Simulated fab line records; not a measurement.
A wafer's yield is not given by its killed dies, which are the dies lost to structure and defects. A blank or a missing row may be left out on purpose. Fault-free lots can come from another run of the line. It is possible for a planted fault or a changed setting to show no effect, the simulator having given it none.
fab line records	flow ritCmos
record lots=5	wafers=23
route steps=202 shown ACTIVE@4 NRETRO@54 PRETRO@65 GATE@81 REOX@101
startH: hours from the record's first day to the start of the lot's first wafer shown	waitH: hours from the lot's prior step to this one	" unchanged from the row above	L1.1+2: a single row standing in for several wafers	- no value present, or no start provided	* or withheld: withheld	< > ~ a bound
route shown NAME@n: a module of which the file shows steps, and the number in the route of the first	usual: average and standard deviation across the fault-free wafers	same: alike in all rows	chamber/n: place in a boat	sites: each site's reading	_std_site: the values' standard deviation	_edge_site: the outer-site mean with the inner-site mean subtracted	radiusMm: how far each site lies from the wafer's centre	mask NAME#n: copy n	behind: the most recent tool/chamber to have shaped the wafer	hold: why the lot was held/for how many hours/how that ended	device: which transistor (n, p or np) failed to switch	end of line: at the end of the route, the tests of the same wafers	for a step that has no rows: nothing shown but its recipe	killed: dies that structure and defects cost at the first sort, which is not the same as the wafer's yield	map: the dies of a wafer, with x for killed, . for not killed, _ for no die there
set.NAME: setting as actually run; set.NAME@STEP: the setting as run at that earlier step	model.NAME: the simulator's own value behind a step, which no gauge read
lots where settings were altered on purpose, with a table for each step and a row for each wafer
## steps
# step RIT_ACTIVE_CVD_03
# recipe material=Si3N4	targetThkNm=150	tempC=810	precursor=SiH2Cl2/NH3	timeS=1500	pressureMtorr=300	sih2cl2FlowSccm=60	nh3FlowSccm=150
lot.wafer	tool	chamber	startH	waitH	set.tempC	model.Si3N4_of_ACTIVE_CVD_03.thkNm
L074.1	-	-	-	0.1	810	147.6
L074.2+5	"	-	"	"	810	148.3
L074.4+6	"	-	"	"	810	148.7
L078.1	-	-	-	0.1	816.4	170.6
L078.2	"	-	"	"	816.4	168.8
L078.3	"	-	"	"	816.4	167.7
L078.4	"	-	"	"	816.4	167.3
L078.5	"	-	"	"	816.4	168.2
L080.1	-	-	-	0.1	818.3	172.8
L080.3	"	-	"	"	818.3	172.4
L080.4+5	"	-	"	"	818.3	173
L080.6	"	-	"	"	818.3	173.4
L082.1	lpcvd-02	0	53.08	0.1	810	147.4
L082.2	"	0	"	"	810	149.8
L082.3	"	0	"	"	810	148.8
L083.1	-	-	-	0.1	794.5	112.6
L083.2	"	-	"	"	794.5	112.3
L083.3	"	-	"	"	794.5	113.3
L083.4	"	-	"	"	794.5	114.1
L083.5	"	-	"	"	794.5	113.2
# step RIT_ACTIVE_THK_MEAS_04
# recipe reads=Si3N4_of_ACTIVE_CVD_03
# usual ACTIVE_NITRIDE_THK=149.3/1.3
lot.wafer	tool	chamber	startH	waitH	set.tempC@ACTIVE_CVD_03	ACTIVE_NITRIDE_THK[nm]
L074.1	filmMetro-04	-	-	-	810	147.6
L074.2	"	-	"	"	810	148.2
L074.4	"	-	"	"	810	148.7
L074.5	"	-	"	"	810	148.4
L074.6	"	-	"	"	810	148.9
L078.1	filmMetro-04	-	-	-	816.4	170.5
L078.2	"	-	"	"	816.4	168.7
L078.3	"	-	"	"	816.4	167.5
L078.4	"	-	"	"	816.4	167.3
L078.5	"	-	"	"	816.4	168.2
L080.1	filmMetro-04	-	-	-	818.3	172.7
L080.3	"	-	"	"	818.3	172.4
L080.4	"	-	"	"	818.3	172.8
L080.5	"	-	"	"	818.3	173.0
L080.6	"	-	"	"	818.3	173.4
L082.1	filmMetro-04	-	54.50	0.0	810	147.4
L082.2	"	-	"	"	810	149.9
L082.3	"	-	"	"	810	148.7
L083.1	filmMetro-02	-	-	-	794.5	112.6
L083.2	"	-	"	"	794.5	112.2
L083.3	"	-	"	"	794.5	113.2
L083.4	"	-	"	"	794.5	114.1
L083.5	"	-	"	"	794.5	113.4
# step RIT_ACTIVE_EXPOSE_08
# recipe maskId=M1	na=0.6	sourceShape=conventional	sigmaOuter=0.6	targetCdNm=1400	doseMj=225
lot.wafer	tool	chamber	startH	waitH	mask	set.doseMj
L074.1+2+4+5+6	ilineStepper-02	0	14.16	0.2	M1#0	225
L078.1+5	ilineStepper-01	0	35.05	0.2	M1#0	236.3
L078.2+3+4	"	0	"	"	M1#0	225
L080.1+3+5	ilineStepper-02	0	44.17	0.1	M1#0	240.8
L080.4+6	"	0	"	"	M1#0	225
L082.1+2+3	ilineStepper-01	0	55.01	0.1	M1#0	225
L083.1+2+5	ilineStepper-01	0	61.95	0.1	M1#0	209.2
L083.3+4	"	0	"	"	M1#0	225
# step RIT_ACTIVE_PEB_09
# recipe resist=NOVOLAK	tempC=withheld	timeS=withheld
# step RIT_ACTIVE_DEVELOP_10
# recipe resist=NOVOLAK	developTimeS=48.04	devTempC=23
lot.wafer	tool	chamber	startH	waitH	set.doseMj@ACTIVE_EXPOSE_08	model.ACTIVE.cdNm
L074.1+5	lithoTrack-01	0	-	-	225	1402
L074.2	"	0	"	"	225	1401
L074.4	"	0	"	"	225	1399
L074.6	"	0	"	"	225	1404
L078.1	lithoTrack-02	0	-	-	236.3	1390
L078.2	"	0	"	"	225	1403
L078.3	"	0	"	"	225	1402
L078.4	"	0	"	"	225	1401
L078.5	"	0	"	"	236.3	1389
L080.1	lithoTrack-03	0	-	-	240.8	1382
L080.3	"	0	"	"	240.8	1383
L080.4	"	0	"	"	225	1400
L080.5	"	0	"	"	240.8	1381
L080.6	"	0	"	"	225	1402
L082.1	lithoTrack-02	0	-	-	225	1402
L082.2	"	0	"	"	225	1399
L082.3	"	0	"	"	225	1400
L083.1	lithoTrack-02	0	-	-	209.2	1416
L083.2	"	0	"	"	209.2	1419
L083.3+4	"	0	"	"	225	1398
L083.5	"	0	"	"	209.2	1418
# step RIT_ACTIVE_CD_MEAS_11
# recipe targetCdNm=1400
# usual cdNm=1400.0/2.2
lot.wafer	tool	chamber	startH	waitH	set.doseMj@ACTIVE_EXPOSE_08	cdNm
L074.1	cdSem-01	-	14.56	-	225	1401.7
L074.2	"	-	"	"	225	1400.8
L074.4	"	-	"	"	225	1399.0
L074.5	"	-	"	"	225	1401.8
L074.6	"	-	"	"	225	1403.4
L078.1	cdSem-02	-	35.45	-	236.3	1389.9
L078.2	"	-	"	"	225	1402.9
L078.3	"	-	"	"	225	1402.7
L078.4	"	-	"	"	225	1401.4
L078.5	"	-	"	"	236.3	1389.4
L080.1	cdSem-02	-	44.57	-	240.8	1382.2
L080.3	"	-	"	"	240.8	1383.0
L080.4	"	-	"	"	225	1400.3
L080.5	"	-	"	"	240.8	1380.5
L080.6	"	-	"	"	225	1401.7
L082.1	cdSem-02	-	55.41	-	225	1401.4
L082.2	"	-	"	"	225	1399.0
L082.3	"	-	"	"	225	1400.2
L083.1	cdSem-02	-	62.35	-	209.2	1415.4
L083.2	"	-	"	"	209.2	1419.4
L083.3	"	-	"	"	225	1398.2
L083.4	"	-	"	"	225	1398.3
L083.5	"	-	"	"	209.2	1418.1
# step RIT_ACTIVE_HARDBAKE_12
# recipe resist=NOVOLAK	tempC=140	timeS=60
# step RIT_ACTIVE_ETCH_13
# recipe stopOn=SiO2	chemistry=SF6	target=Si3N4	timeS=210	overEtchFrac=0.4	SF6_flow_sccm=200	pressureMtorr=260	rfW=125	targetDepthA=2100
# usual oesProductAu=0.813/0.017
lot.wafer	tool	chamber	startH	waitH	set.tempC@ACTIVE_CVD_03	oesProductAu	model.ACTIVE.featureDepthNm	model.etch.depthNm
L074.1	rieDiel-04	2	14.83	0.1	810	0.799	147.7	-
L074.2	"	1	"	"	810	0.820	148.9	148.3
L074.4	"	3	"	"	810	0.845	148.7	148.7
L074.5	"	2	"	"	810	0.805	148.3	-
L074.6	"	3	"	"	810	0.834	148.7	-
L078.1	rieDiel-04	0	35.72	0.1	816.4	0.861	170.6	-
L078.2	"	2	"	"	816.4	0.864	168.8	168.8
L078.3	"	1	"	"	816.4	0.880	168.3	-
L078.4	"	3	"	"	816.4	0.894	167.3	-
L078.5	"	2	"	"	816.4	0.859	168.2	168.2
L080.1	rieDiel-04	3	44.84	0.1	818.3	0.915	172.8	-
L080.3	"	2	"	"	818.3	0.874	172.5	172.4
L080.4	"	0	"	"	818.3	0.871	173	173
L080.5	"	0	"	"	818.3	0.873	173	-
L080.6	"	1	"	"	818.3	0.890	174	-
L082.1	rieDiel-04	0	55.68	0.1	810	0.796	147.4	147.4
L082.2	"	2	"	"	810	0.805	149.8	149.8
L082.3	"	3	"	"	810	0.842	148.8	148.8
L083.1	rieDiel-03	1	62.62	0.1	794.5	0.710	114.7	112.6
L083.2	"	0	"	"	794.5	0.684	113.7	-
L083.3	"	2	"	"	794.5	0.678	113.3	-
L083.4	"	3	"	"	794.5	0.707	115.9	114.1
L083.5	"	1	"	"	794.5	0.714	115.3	-
# step RIT_ACTIVE_STRIP_14
# recipe chemistry=O2	timeS=180	resist=NOVOLAK	platenTempC=withheld	powerW=500	pressureMtorr=4000	o2FlowSccm=4000
# step RIT_ACTIVE_CD_MEAS_90
# recipe targetCdNm=1400
# usual cdNm=1400.0/2.3
lot.wafer	tool	chamber	startH	waitH	set.doseMj@ACTIVE_EXPOSE_08	cdNm
L074.1	cdSem-02	-	15.14	0.1	225	1402.2
L074.2	"	-	"	"	225	1400.5
L074.4	"	-	"	"	225	1398.9
L074.5	"	-	"	"	225	1401.7
L074.6	"	-	"	"	225	1403.6
L078.1	cdSem-02	-	36.03	0.1	236.3	1389.4
L078.2	"	-	"	"	225	1402.7
L078.3	"	-	"	"	225	1402.5
L078.4	"	-	"	"	225	1401.6
L078.5	"	-	"	"	236.3	1389.5
L080.1	cdSem-02	-	45.15	0.1	240.8	1382.0
L080.3	"	-	"	"	240.8	1383.1
L080.4	"	-	"	"	225	1399.9
L080.5	"	-	"	"	240.8	1380.7
L080.6	"	-	"	"	225	1401.6
L082.1	cdSem-01	-	55.99	0.1	225	1401.7
L082.2	"	-	"	"	225	1399.4
L082.3	"	-	"	"	225	1400.4
L083.1	cdSem-01	-	62.93	0.1	209.2	1415.8
L083.2	"	-	"	"	209.2	1419.0
L083.3	"	-	"	"	225	1398.4
L083.4	"	-	"	"	225	1398.0
L083.5	"	-	"	"	209.2	1417.8
# step RIT_NRETRO_COAT_01
# recipe resist=NOVOLAK	spinRpm=2000	resistThkNm=1300
lot.wafer	tool	chamber	startH	waitH	set.spinRpm	model.NOVOLAK_of_NRETRO_COAT_01.thkNm
L074.1+4	lithoTrack-03	0	30.66	0.1	2000	1298
L074.2	"	0	"	"	2000	1300
L074.5+6	"	0	"	"	2000	1295
L078.1	lithoTrack-01	0	50.41	0.1	2058	1284
L078.2	"	0	"	"	2058	1282
L078.3	"	0	"	"	2000	1304
L078.4	"	0	"	"	2000	1298
L078.5	"	0	"	"	2058	1285
L080.1	lithoTrack-04	0	61.05	0.1	2000	1304
L080.3+4	"	0	"	"	2000	1303
L080.5	"	0	"	"	1906	1341
L080.6	"	0	"	"	1906	1340
L082.1	lithoTrack-01	0	74.25	0.1	2000	1302
L082.2	"	0	"	"	2000	1301
L082.3	"	0	"	"	2000	1299
L083.1	lithoTrack-01	0	77.87	0.1	2000	1298
L083.2	"	0	"	"	1959	1310
L083.3	"	0	"	"	2000	1294
L083.4	"	0	"	"	1959	1312
L083.5	"	0	"	"	2000	1297
# step RIT_NRETRO_SOFTBAKE_02
# recipe resist=NOVOLAK	tempC=90	timeS=60
# step RIT_NRETRO_EXPOSE_03
# recipe maskId=M4	na=0.57	targetCdNm=43900	doseMj=250
# step RIT_NRETRO_DEVELOP_05
# recipe resist=NOVOLAK	developTimeS=68	devTempC=23
# step RIT_NRETRO_HARDBAKE_07
# recipe resist=NOVOLAK	tempC=140	timeS=120
lot.wafer	tool	chamber	startH	waitH	set.spinRpm@NRETRO_COAT_01	model.NOVOLAK_of_NRETRO_COAT_01.thkNm
L074.1+4	lithoTrack-03	0	31.42	0.0	2000	1135
L074.2	"	0	"	"	2000	1136
L074.5+6	"	0	"	"	2000	1132
L078.1	lithoTrack-01	0	51.30	0.0	2058	1123
L078.2	"	0	"	"	2058	1122
L078.3	"	0	"	"	2000	1140
L078.4	"	0	"	"	2000	1135
L078.5	"	0	"	"	2058	1124
L080.1+3+4	lithoTrack-04	0	61.81	0.0	2000	1140
L080.5	"	0	"	"	1906	1172
L080.6	"	0	"	"	1906	1171
L082.1	lithoTrack-01	0	75.02	0.0	2000	1139
L082.2	"	0	"	"	2000	1138
L082.3	"	0	"	"	2000	1136
L083.1	lithoTrack-04	0	78.63	0.0	2000	1135
L083.2	"	0	"	"	1959	1146
L083.3	"	0	"	"	2000	1132
L083.4	"	0	"	"	1959	1147
L083.5	"	0	"	"	2000	1134
# step RIT_NRETRO_IMPLANT_08
# recipe species=P	energyKev=70	doseCm2=1e+13	tiltDeg=7
lot.wafer	tool	chamber	startH	waitH	set.energyKev	model.implant.rpNm	model.implant.drpNm
L074.1+5+6	implanter-01	0	31.67	0.2	68.95	82.71	33.51
L074.2+4	"	0	"	"	70	84.01	33.94
L078.1+2+3+4+5	implanter-01	0	51.55	0.2	70	85.2	33.94
L080.1+3+5	implanter-01	0	62.06	0.2	70	86.74	33.94
L080.4+6	"	0	"	"	71.51	88.67	34.55
L082.1+2+3	implanter-04	0	75.27	0.2	70	85.72	33.94
L083.1+2+5	implanter-03	0	78.88	0.2	72.75	89.71	35.06
L083.3+4	"	0	"	"	70	86.23	33.94
# step RIT_PRETRO_COAT_01
# recipe resist=NOVOLAK	spinRpm=2000	resistThkNm=1300
lot.wafer	tool	chamber	startH	waitH	set.resistThkNm	model.NOVOLAK_of_PRETRO_COAT_01.thkNm
L074.1+5	lithoTrack-01	0	32.21	0.1	1360	1361
L074.2	"	0	"	"	1300	1299
L074.4	"	0	"	"	1300	1297
L074.6	"	0	"	"	1300	1298
L078.1+2	lithoTrack-01	0	52.31	0.1	1300	1302
L078.3+5	"	0	"	"	1300	1301
L078.4	"	0	"	"	1300	1299
L080.1+3	lithoTrack-01	0	62.60	0.1	1333	1339
L080.4	"	0	"	"	1300	1305
L080.5	"	0	"	"	1300	1306
L080.6	"	0	"	"	1333	1340
L082.1	lithoTrack-01	0	75.81	0.1	1300	1301
L082.2	"	0	"	"	1300	1300
L082.3	"	0	"	"	1300	1298
L083.1	lithoTrack-02	0	79.42	0.1	1300	1300
L083.2+4	"	0	"	"	1300	1305
L083.3	"	0	"	"	1227	1231
L083.5	"	0	"	"	1227	1229
# step RIT_PRETRO_SOFTBAKE_02
# recipe resist=NOVOLAK	tempC=90	timeS=60
# step RIT_PRETRO_EXPOSE_03
# recipe maskId=M5	na=0.57	targetCdNm=43700	doseMj=250
# step RIT_PRETRO_DEVELOP_05
# recipe resist=NOVOLAK	developTimeS=67.14	devTempC=23
# step RIT_PRETRO_HARDBAKE_07
# recipe resist=NOVOLAK	tempC=140	timeS=120
lot.wafer	tool	chamber	startH	waitH	set.resistThkNm@PRETRO_COAT_01	model.NOVOLAK_of_PRETRO_COAT_01.thkNm
L074.1	lithoTrack-03	0	32.97	0.0	1360	1190
L074.2	"	0	"	"	1300	1136
L074.4	"	0	"	"	1300	1134
L074.5	"	0	"	"	1360	1189
L074.6	"	0	"	"	1300	1135
L078.1+2	lithoTrack-03	0	53.20	0.0	1300	1139
L078.3+5	"	0	"	"	1300	1138
L078.4	"	0	"	"	1300	1136
L080.1+3	lithoTrack-02	0	63.39	0.0	1333	1170
L080.4	"	0	"	"	1300	1141
L080.5	"	0	"	"	1300	1142
L080.6	"	0	"	"	1333	1172
L082.1	lithoTrack-03	0	76.57	0.0	1300	1138
L082.2	"	0	"	"	1300	1137
L082.3	"	0	"	"	1300	1135
L083.1	lithoTrack-03	0	80.38	0.2	1300	1137
L083.2	"	0	"	"	1300	1141
L083.3	"	0	"	"	1227	1078
L083.4	"	0	"	"	1300	1142
L083.5	"	0	"	"	1227	1076
# step RIT_GATE_OXIDATION_05
# recipe tempC=900	ambient=O2	targetThkA=30	oxTimeS=270
lot.wafer	tool	chamber	startH	waitH	set.tempC	model.SiO2_of_GATE_OXIDATION_05.thkNm
L074.1	-	-	-	0.4	882.2	2.397
L074.2	"	-	"	"	882.2	2.378
L074.4	"	-	"	"	882.2	2.373
L074.5	"	-	"	"	882.2	2.389
L074.6	"	-	"	"	882.2	2.347
L078.1	-	-	-	2.6	900	3.077
L078.2	"	-	"	"	900	3.058
L078.3	"	-	"	"	900	3.082
L078.4	"	-	"	"	900	3.056
L078.5	"	-	"	"	900	2.991
L080.1	-	-	-	0.4	900	2.941
L080.3	"	-	"	"	900	2.948
L080.4	"	-	"	"	900	2.951
L080.5	"	-	"	"	900	2.997
L080.6	"	-	"	"	900	2.953
L082.1	furnace-01	0	78.68	1.0	900	3.012
L082.2	"	0	"	"	900	3.054
L082.3	"	0	"	"	900	3.026
L083.1	-	-	-	0.1	874.3	2.182
L083.2+3	"	-	"	"	874.3	2.221
L083.4	"	-	"	"	874.3	2.237
L083.5	"	-	"	"	874.3	2.213
# step RIT_GATE_ANNEAL_06
# recipe tempC=900	timeS=600	ambient=N2O
# step RIT_GATE_THK_MEAS_07
# recipe reads=SiO2_of_GATE_OXIDATION_05
# usual GATE_OXIDE_THK=2.99/0.058
lot.wafer	tool	chamber	startH	waitH	set.tempC@GATE_OXIDATION_05	GATE_OXIDE_THK[nm]
L074.1	filmMetro-02	-	36.68	0.0	882.2	2.38
L074.2	"	-	"	"	882.2	2.39
L074.4	"	-	"	"	882.2	2.35
L074.5	"	-	"	"	882.2	2.31
L074.6	"	-	"	"	882.2	2.32
L078.1	filmMetro-01	-	60.90	0.2	900	3.08
L078.2	"	-	"	"	900	3.05
L078.3	"	-	"	"	900	3.11
L078.4	"	-	"	"	900	3.04
L078.5	"	-	"	"	900	2.98
L080.1	filmMetro-03	-	67.55	0.0	900	2.93
L080.3	"	-	"	"	900	2.92
L080.4	"	-	"	"	900	2.94
L080.5	"	-	"	"	900	3.02
L080.6	"	-	"	"	900	2.91
L082.1	filmMetro-01	-	80.00	0.0	900	3.00
L082.2	"	-	"	"	900	3.10
L082.3	"	-	"	"	900	3.04
L083.1	filmMetro-02	-	82.82	0.0	874.3	2.15
L083.2	"	-	"	"	874.3	2.27
L083.3	"	-	"	"	874.3	2.17
L083.4	"	-	"	"	874.3	2.20
L083.5	"	-	"	"	874.3	2.19
# step RIT_GATE_DEVELOP_15
# recipe resist=NOVOLAK	developTimeS=50	devTempC=23
lot.wafer	tool	chamber	startH	waitH	set.developTimeS
L074.1+6	lithoTrack-04	0	-	-	50
L074.2+4+5	"	0	"	"	53.62
L078.1+5	lithoTrack-01	0	-	-	54.73
L078.2+3+4	"	0	"	"	50
L080.1+4+6	lithoTrack-01	0	-	-	47.9
L080.3+5	"	0	"	"	50
L082.1+2+3	lithoTrack-02	0	-	-	50
L083.1+2	lithoTrack-02	0	-	-	50
L083.3+4+5	"	0	"	"	45.74
# step RIT_GATE_HARDBAKE_18
# recipe resist=NOVOLAK	tempC=140	timeS=60
# step RIT_GATE_ETCH_19
# recipe chemistry=SF6/CHF3/O2	timeS=165	SF6_flow_sccm=30	CHF3_flow_sccm=30	O2_flow_sccm=5	target=poly-Si	pressureMtorr=40	rfW=160	targetDepthA=3125	overEtchFrac=0.25	stopOn=SiO2
lot.wafer	tool	chamber	startH	waitH	set.developTimeS@GATE_DEVELOP_15	model.GATE.cdNm
L074.1	rieSi-02	2	39.79	0.1	50	151.5
L074.2+4	"	3,2	"	"	53.62	139.9
L074.5	"	3	"	"	53.62	141.2
L074.6	"	1	"	"	50	151.9
L078.1	rieSi-02	3	63.79	0.1	54.73	135.7
L078.2	"	1	"	"	50	151
L078.3	"	2	"	"	50	151.3
L078.4	"	1	"	"	50	151.2
L078.5	"	3	"	"	54.73	134.4
L080.1	rieSi-02	1	70.56	0.1	47.9	155.1
L080.3	"	2	"	"	50	149
L080.4	"	2	"	"	47.9	158.3
L080.5	"	1	"	"	50	149.4
L080.6	"	3	"	"	47.9	159
L082.1	rieSi-02	2	83.63	0.1	50	148.4
L082.2	"	1	"	"	50	148.9
L082.3	"	3	"	"	50	149.6
L083.1	rieSi-01	2	85.84	0.1	50	151.6
L083.2	"	0	"	"	50	152.2
L083.3+4+5	"	3,1,1	"	"	45.74	-
# step RIT_REOX_OXIDATION_03
# recipe tempC=900	ambient=O2	targetThkA=252	oxTimeS=5580
lot.wafer	tool	chamber	startH	waitH	set.tempC	model.SiO2_of_REOX_OXIDATION_03.thkNm
L074.1	-	-	-	1.7	921.5	31.56
L074.2	"	-	"	"	921.5	31.38
L074.4	"	-	"	"	921.5	31.57
L074.5	"	-	"	"	921.5	31.79
L074.6	"	-	"	"	921.5	31.16
L078.1	-	-	-	0.0	908.5	27.9
L078.2	"	-	"	"	908.5	28.08
L078.3	"	-	"	"	908.5	28.16
L078.4	"	-	"	"	908.5	27.8
L078.5	"	-	"	"	908.5	28.24
L080.1	-	-	-	0.5	919.6	29.9
L080.3	"	-	"	"	919.6	29.71
L080.4	"	-	"	"	919.6	29.46
L080.5	"	-	"	"	919.6	29.28
L080.6	"	-	"	"	919.6	29.74
L082.1	furnace-01	0	84.40	0.0	900	25.57
L082.2	"	0	"	"	900	25.59
L082.3	"	0	"	"	900	25.58
L083.1	-	-	-	1.7	915.3	29.82
L083.2+4	"	-	"	"	915.3	29.83
L083.3	"	-	"	"	915.3	29.98
L083.5	"	-	"	"	915.3	29.63
# step RIT_REOX_THK_MEAS_04
# recipe reads=SiO2_of_REOX_OXIDATION_03
# usual REOX_OXIDE_THK=25.2/0.53
lot.wafer	tool	chamber	startH	waitH	set.tempC@REOX_OXIDATION_03	REOX_OXIDE_THK[nm]
L074.1	filmMetro-04	-	-	-	921.5	31.5
L074.2	"	-	"	"	921.5	31.3
L074.4	"	-	"	"	921.5	31.5
L074.5	"	-	"	"	921.5	31.8
L074.6	"	-	"	"	921.5	31.2
L078.1	filmMetro-04	-	-	-	908.5	27.9
L078.2	"	-	"	"	908.5	28.0
L078.3	"	-	"	"	908.5	28.2
L078.4	"	-	"	"	908.5	27.8
L078.5	"	-	"	"	908.5	28.2
L080.1	filmMetro-04	-	-	-	919.6	29.9
L080.3	"	-	"	"	919.6	29.8
L080.4	"	-	"	"	919.6	29.5
L080.5	"	-	"	"	919.6	29.3
L080.6	"	-	"	"	919.6	29.7
L082.1	filmMetro-04	-	86.95	0.0	900	25.6
L082.2	"	-	"	"	900	25.6
L082.3	"	-	"	"	900	25.6
L083.1	filmMetro-01	-	-	-	915.3	29.8
L083.2	"	-	"	"	915.3	29.8
L083.3	"	-	"	"	915.3	30.0
L083.4	"	-	"	"	915.3	29.8
L083.5	"	-	"	"	915.3	29.7
## key
split step=RIT_ACTIVE_CVD_03	setting=tempC	stated=810	by=lot
response step=RIT_ACTIVE_CVD_03	reading=model.Si3N4_of_ACTIVE_CVD_03.thkNm	change=+20.4	per=1%	r=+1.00
response step=RIT_ACTIVE_THK_MEAS_04	reading=ACTIVE_NITRIDE_THK	change=+20.4	per=1%	r=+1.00
response step=RIT_ACTIVE_ETCH_13	reading=oesProductAu	change=+0.0636	per=1%	r=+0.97
response step=RIT_ACTIVE_ETCH_13	reading=model.ACTIVE.featureDepthNm	change=+19.9	per=1%	r=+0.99
response step=RIT_ACTIVE_ETCH_13	reading=model.etch.depthNm	change=+20.2	per=1%	r=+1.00
split step=RIT_ACTIVE_EXPOSE_08	setting=doseMj	stated=225	by=wafer
response step=RIT_ACTIVE_DEVELOP_10	reading=model.ACTIVE.cdNm	change=-2.69	per=1%	r=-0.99
response step=RIT_ACTIVE_CD_MEAS_11	reading=cdNm	change=-2.7	per=1%	r=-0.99
response step=RIT_ACTIVE_CD_MEAS_90	reading=cdNm	change=-2.68	per=1%	r=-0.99
split step=RIT_NRETRO_COAT_01	setting=spinRpm	stated=2000	by=wafer
response step=RIT_NRETRO_COAT_01	reading=model.NOVOLAK_of_NRETRO_COAT_01.thkNm	change=-7.29	per=1%	r=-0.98
response step=RIT_NRETRO_HARDBAKE_07	reading=model.NOVOLAK_of_NRETRO_COAT_01.thkNm	change=-6.29	per=1%	r=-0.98
split step=RIT_NRETRO_IMPLANT_08	setting=energyKev	stated=70	by=wafer
response step=RIT_NRETRO_IMPLANT_08	reading=model.implant.rpNm	change=+0.885	per=1%	r=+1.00
response step=RIT_NRETRO_IMPLANT_08	reading=model.implant.drpNm	change=+0.285	per=1%	r=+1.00
split step=RIT_PRETRO_COAT_01	setting=resistThkNm	stated=1300	by=wafer
response step=RIT_PRETRO_COAT_01	reading=model.NOVOLAK_of_PRETRO_COAT_01.thkNm	change=+13.3	per=1%	r=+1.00
response step=RIT_PRETRO_HARDBAKE_07	reading=model.NOVOLAK_of_PRETRO_COAT_01.thkNm	change=+11.5	per=1%	r=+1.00
split step=RIT_GATE_OXIDATION_05	setting=tempC	stated=900	by=lot
response step=RIT_GATE_OXIDATION_05	reading=model.SiO2_of_GATE_OXIDATION_05.thkNm	change=+0.29	per=1%	r=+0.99
response step=RIT_GATE_THK_MEAS_07	reading=GATE_OXIDE_THK	change=+0.297	per=1%	r=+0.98
split step=RIT_GATE_DEVELOP_15	setting=developTimeS	stated=50	by=wafer
response step=RIT_GATE_ETCH_19	reading=model.GATE.cdNm	change=-1.69	per=1%	r=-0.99
split step=RIT_REOX_OXIDATION_03	setting=tempC	stated=900	by=lot
response step=RIT_REOX_OXIDATION_03	reading=model.SiO2_of_REOX_OXIDATION_03.thkNm	change=+2.17	per=1%	r=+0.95
response step=RIT_REOX_THK_MEAS_04	reading=REOX_OXIDE_THK	change=+2.16	per=1%	r=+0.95
